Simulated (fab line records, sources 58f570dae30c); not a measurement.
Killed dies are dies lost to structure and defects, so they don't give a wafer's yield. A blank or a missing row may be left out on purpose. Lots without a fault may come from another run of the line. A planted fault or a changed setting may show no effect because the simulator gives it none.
Which tool did it? | flow berkeley_cmos170 | 14 lots, 42 wafers sampled, at 4 steps of a route of 331

WHAT THE GAUGES READ, wafer by wafer
UCB170_V2_THK_MEAS_01. Usual: V2_TEOS_THK 1995 nm, standard deviation 27.
lot  | measured     | on            | V2_TEOS_THK (nm) | flag
L252 | day 8 07:53  | film_metro-01 | 1969 2009 1980   |
L251 | day 8 08:35  | film_metro-02 | 1992 2068 2039   |
L254 | day 8 16:44  | film_metro-04 | 2023 2010 2011   |
L253 | day 8 17:11  | film_metro-01 | 1954 2000 2016   |
L255 | day 9 01:29  | film_metro-01 | 2010 2007 2017   |
L260 | day 9 11:03  | film_metro-01 | 1989 1979 1998   |
L259 | day 9 11:36  | film_metro-01 | 1975 2002 1997   |
L257 | day 9 11:52  | film_metro-04 | 2013 2044 2015   |
L265 | day 10 22:32 | film_metro-02 | 1958 2002 1970   |
L266 | day 10 23:48 | film_metro-02 | 2021 2033 2043   |
L267 | day 11 01:04 | film_metro-01 | 1955 1968 1992   |
L268 | day 11 01:16 | film_metro-04 | 2010 2025 2042   |
L272 | day 11 19:58 | film_metro-02 | 1979 2030 2018   |
L274 | day 12 09:51 | film_metro-01 | 1977 2008 2031   |

UCB170_M3_RS_MEAS_02: measures by four-point-probe. Usual: M3_AL_RS 0.0322 ohm/sq, standard deviation 0.0004.
lot  | measured     | on            | M3_AL_RS (ohm/sq)    | flag
L252 | day 8 10:55  | film_metro-03 | 0.0319 0.0319 0.0318 |
L251 | day 8 11:56  | film_metro-02 | 0.0327 0.0325 0.0323 |
L254 | day 8 19:28  | film_metro-03 | 0.0318 0.0321 0.0319 |
L253 | day 8 20:09  | film_metro-01 | 0.0323 0.0323 0.0323 |
L255 | day 9 03:53  | film_metro-02 | 0.0319 0.0320 0.0322 |
L260 | day 9 13:24  | film_metro-01 | 0.0318 0.0319 0.0321 |
L259 | day 9 14:32  | film_metro-03 | 0.0327 0.0325 0.0322 |
L257 | day 9 14:51  | film_metro-03 | 0.0321 0.0317 0.0316 |
L265 | day 11 01:40 | film_metro-02 | 0.0317 0.0320 0.0321 |
L266 | day 11 02:13 | film_metro-02 | 0.0326 0.0330 0.0322 |
L267 | day 11 04:04 | film_metro-03 | 0.0319 0.0321 0.0317 |
L268 | day 11 04:49 | film_metro-01 | 0.0323 0.0321 0.0325 |
L272 | day 11 22:26 | film_metro-01 | 0.0325 0.0323 0.0325 |
L274 | day 12 12:19 | film_metro-01 | 0.0323 0.0326 0.0325 |

WHICH TOOL RAN EACH LOT (tool, then ch and the chambers of the sampled wafers, then the start)
lot  | UCB170_M2_SOFTBAKE_06             | UCB170_V2_DEVELOP_11
L252 | litho_track-04 ch 0, day 8 05:15  | litho_track-02 ch 0, day 8 10:00
L251 | litho_track-04 ch 0, day 8 05:44  | litho_track-02 ch 0, day 8 11:00
L254 | litho_track-01 ch 0, day 8 14:46  | litho_track-04 ch 0, day 8 18:00
L253 | litho_track-03 ch 0, day 8 15:08  | litho_track-04 ch 0, day 8 19:00
L255 | litho_track-01 ch 0, day 8 22:40  | litho_track-02 ch 0, day 9 03:00
L260 | litho_track-01 ch 0, day 9 08:01  | litho_track-01 ch 0, day 9 12:00
L259 | litho_track-04 ch 0, day 9 08:03  | litho_track-02 ch 0, day 9 13:00
L257 | litho_track-03 ch 0, day 9 08:04  | litho_track-01 ch 0, day 9 14:00
L265 | litho_track-04 ch 0, day 10 20:30 | litho_track-01 ch 0, day 11 00:00
L266 | litho_track-04 ch 0, day 10 21:04 | litho_track-02 ch 0, day 11 01:00
L267 | litho_track-04 ch 0, day 10 22:07 | litho_track-02 ch 0, day 11 03:00
L268 | litho_track-03 ch 0, day 10 22:23 | litho_track-01 ch 0, day 11 03:00
L272 | litho_track-01 ch 0, day 11 17:21 | litho_track-04 ch 0, day 11 21:00
L274 | litho_track-03 ch 0, day 12 07:25 | litho_track-04 ch 0, day 12 11:00
- UCB170_M2_SOFTBAKE_06: time 61.63 s.
- UCB170_V2_DEVELOP_11: develop time 45 s.

WHAT THE TOOLS THEMSELVES READ (means of the sampled wafers that have a number; where no wafer has one, the mark that the record gives instead)
UCB170_M2_SOFTBAKE_06. Usual: chill_plate_temp_C 23.03 C, standard deviation 0.11; plate_sensor_t_centre_C 131.41 C, standard deviation 0.0096; plate_sensor_t_edge_C 131.53 C, standard deviation 0.01.
lot  | tool           | chill_plate_temp_C (C) | plate_sensor_t_centre_C (C) | plate_sensor_t_edge_C (C) | flag
L252 | litho_track-04 | 22.95                  | 131.41                      | 131.53                    |
L251 | litho_track-04 | 23.07                  | 131.41                      | 131.53                    |
L254 | litho_track-01 | 23.04                  | 131.41                      | 131.53                    |
L253 | litho_track-03 | 23.10                  | 131.40                      | 131.54                    |
L255 | litho_track-01 | 23.06                  | 131.41                      | 131.53                    |
L260 | litho_track-01 | 23.11                  | 131.41                      | 131.52                    |
L259 | litho_track-04 | 23.01                  | 131.41                      | 131.54                    |
L257 | litho_track-03 | 23.06                  | 131.40                      | 131.53                    |
L265 | litho_track-04 | 23.02                  | 131.42                      | 131.54                    |
L266 | litho_track-04 | 22.87                  | 131.41                      | 131.53                    |
L267 | litho_track-04 | 23.13                  | 131.41                      | 131.52                    |
L268 | litho_track-03 | 23.15                  | 131.41                      | 131.53                    |
L272 | litho_track-01 | 23.18                  | 131.42                      | 131.52                    |
L274 | litho_track-03 | 22.97                  | 131.41                      | 131.52                    |

UCB170_V2_DEVELOP_11. Usual: chill_plate_temp_C 23.00 C, standard deviation 0.098; developer_temp_C 21.00 C, standard deviation 0.098.
lot  | tool           | chill_plate_temp_C (C) | developer_temp_C (C) | flag
L252 | litho_track-02 | 22.99                  | 21.00                |
L251 | litho_track-02 | 22.91                  | 21.11                |
L254 | litho_track-04 | 23.13                  | 21.01                |
L253 | litho_track-04 | 22.97                  | 20.89                |
L255 | litho_track-02 | 22.95                  | 20.96                |
L260 | litho_track-01 | 22.95                  | 21.08                |
L259 | litho_track-02 | 23.04                  | 20.95                |
L257 | litho_track-01 | 23.08                  | 21.07                |
L265 | litho_track-01 | 22.88                  | 21.00                |
L266 | litho_track-02 | 23.04                  | 20.19                | OFF
L267 | litho_track-02 | 22.95                  | 20.06                | OFF
L268 | litho_track-01 | 23.10                  | 21.00                |
L272 | litho_track-04 | 22.87                  | 21.09                |
L274 | litho_track-04 | 22.94                  | 20.83                |

THE ANSWER, worked out from the rows above alone
Rule: a lot is off if the mean of its wafers that have a number lies more than 3 standard deviations from the usual mean. A lot without any number at a reading at which 4 lots or more have one is off too. The other lots that the step has rows for count as sound. The gauges are gone through in route order, then the tools' own readings, and for those a lot's mean is taken as printed above. The first step at which some lot is off is used, and at that step the reading that is off furthest; a lot without a number counts as furthest.
Off: L266, L267, at UCB170_V2_DEVELOP_11 (developer_temp_C).
A tool fits if, at that step or a process step before it, it ran every lot that is off, and no sound lot after the first of them. Can't be told from this: 2 tools fit, litho_track-04 at UCB170_M2_SOFTBAKE_06, litho_track-02 at UCB170_V2_DEVELOP_11.

WHAT THE SIMULATOR HAD PUT IN
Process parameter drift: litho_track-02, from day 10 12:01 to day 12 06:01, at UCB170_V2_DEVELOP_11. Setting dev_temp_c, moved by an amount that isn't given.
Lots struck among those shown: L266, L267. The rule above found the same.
